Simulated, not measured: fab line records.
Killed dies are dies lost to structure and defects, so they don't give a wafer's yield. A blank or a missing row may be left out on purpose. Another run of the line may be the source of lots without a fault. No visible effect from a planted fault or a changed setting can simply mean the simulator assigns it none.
A struck lot beside a sound one || flow rit cmos || 30 out of 202 route steps
Sound: the wafers L646.3, L646.4, L646.6. Struck: wafer L664.5 (L664.4, L664.6, from the same lot, were not struck and are left out); the cause is given at the end.
For every step that has rows: the tool of each side, followed by ch and its chambers, followed by its first start. Under that, the readings that differ: sound wafers || struck wafers || difference of the means || sigmas: that difference in standard deviations of wafers without a fault.
alike: readings whose means differ by less than 2 such deviations, and words and numbers that are the same on both sides. not compared: withheld readings, readings that some wafer has no value for, bounds like >300 that may hide the same value, and numbers for which the record gives no deviation and whose values overlap.
A row with sigmas, a row that says differs or no value, or rows on one side alone: a step with any of these is where the two part. When numbers do not overlap yet have no deviation, they are printed without sigmas and do not part them. A reading missing from all wafers of one side parts the sides only when that side holds two or more wafers.

first, 6 steps without rows for these wafers: RIT_SDANNEAL_RTA_03 (time 5 s); RIT_SILICIDE_WET_ETCH_00 (etches SiO2 in BOE, target depth 14 nm, time 15 s); RIT_SILICIDE_SPUTTER_01 (material Ti, target thk 30 nm, time 240 s); RIT_SILICIDE_RTA_04 (time 10 s, ramp up 5 s, ramp down 5 s); RIT_SILICIDE_WET_ETCH_05 (etches Ti in SPM, time 120 s); RIT_SILICIDE_RTA_06 (time 10 s, ramp up 5 s, ramp down 10 s).
RIT_CONTACT_CVD_00: deposits SiO2 from TEOS, target thk 400 nm, time 61 s.
  sound on pecvd-01 ch 1,2, day 3 17:34; struck on pecvd-01 ch 2, day 7 11:18
{"reading": "run length s (s)", "sound": "89.1 88.9 89.1", "struck": 91.0, "difference": "+2.0", "sigmas": "+3"}
{"reading": "model.SiO2_of_CONTACT_CVD_00.thk nm (nm)", "sound": "395 403.2 402.4", "struck": 416.6, "difference": "+16.4", "sigmas": ""}
  alike: heater power w, rf fwd power W
RIT_CONTACT_THK_MEAS_01:
  struck on film metro-03, day 7 11:22; sound on film metro-04, day 3 17:38
{"reading": "CONTACT_TEOS_THK (nm)", "sound": "395 403 402", "struck": 417, "difference": "+17", "sigmas": "+4"}
then, 7 steps without rows for these wafers: RIT_CONTACT_HMDS_02 (prime time 60 s); RIT_CONTACT_COAT_03 (resist thk 1000 nm); RIT_CONTACT_SOFTBAKE_04 (time 60 s); RIT_CONTACT_EXPOSE_05 (exposes mask M11, target cd 1000 nm); RIT_CONTACT_PEB_06; RIT_CONTACT_DEVELOP_07 (develop time 120 s); RIT_CONTACT_HARDBAKE_10 (time 60 s).
RIT_CONTACT_ETCH_11: etches SiO2 in CHF3/CF4/Ar, stops on TiSi2, target depth 480 nm, time 315.2 s.
  sound on rie diel-04 ch 0,2,3, day 3 19:11; struck on rie diel-01 ch 3, day 7 12:47
{"reading": "model.etch.depth nm (nm)", "sound": "395 403.2 402.4", "struck": 416.6, "difference": "+16.4", "sigmas": ""}
{"reading": "model.CONTACT.feature depth nm (nm)", "sound": "395 403.2 402.4", "struck": 416.6, "difference": "+16.4", "sigmas": ""}
  alike: drypump motor current A, oes product au, rf fwd power W, throttle valve pct
  not compared: rf hours counter h
then, 11 steps without rows for these wafers: RIT_CONTACT_STRIP_12 (strips in O2, time 180 s); RIT_CONTACT_CLEAN_13 (cleans in SC1, time 600 s); RIT_CONTACT_CLEAN_14 (cleans in SC2, time 600 s); RIT_M1_SPUTTER_00 (material Al, target thk 400 nm, time 500 s); RIT_M1_HMDS_03 (prime time 60 s); RIT_M1_COAT_04 (resist thk 1300 nm); RIT_M1_SOFTBAKE_05 (time 60 s); RIT_M1_EXPOSE_06 (exposes mask M12, target cd 2600 nm); RIT_M1_PEB_07; RIT_M1_DEVELOP_08 (develop time 68 s); RIT_M1_HARDBAKE_11 (time 120 s).
RIT_M1_METAL_ETCH_12: etches Al in Cl2/BCl3, stops on SiO2, time 165 s, target depth 600 nm.
  sound on rie metal-02 ch 0,1, day 3 22:00; struck on rie metal-03 ch 1, day 7 15:26
{"reading": "throttle valve pct (%)", "sound": "8.15 8.23 8.20", "struck": 8.44, "difference": "+0.25", "sigmas": "+2"}
{"reading": "model.SiO2_of_CONTACT_CVD_00.thk nm (nm)", "sound": "359.7 367.5 366.5", "struck": 380.9, "difference": "+16.3", "sigmas": ""}
  alike: drypump motor current A, oes product au, rf fwd power W
  not compared: rf hours counter h
then, 1 step without rows for these wafers: RIT_M1_STRIP_13 (strips in nmp, time 600 s).
RIT_M1_PROBE_99:
  struck on prober-01, day 7 18:02; sound on prober-02, day 4 00:18
  alike: killed at front end, killed dies, killed open, killed short

WHERE THEY PART
Last at RIT_M1_METAL_ETCH_12 as far as this record goes, first at RIT_CONTACT_CVD_00. Later steps at which nothing parts them and some readings are alike: RIT_M1_PROBE_99.

WHY: whatever the simulator had introduced
pecvd-01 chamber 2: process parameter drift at RIT_CONTACT_CVD_00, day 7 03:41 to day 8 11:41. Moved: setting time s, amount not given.
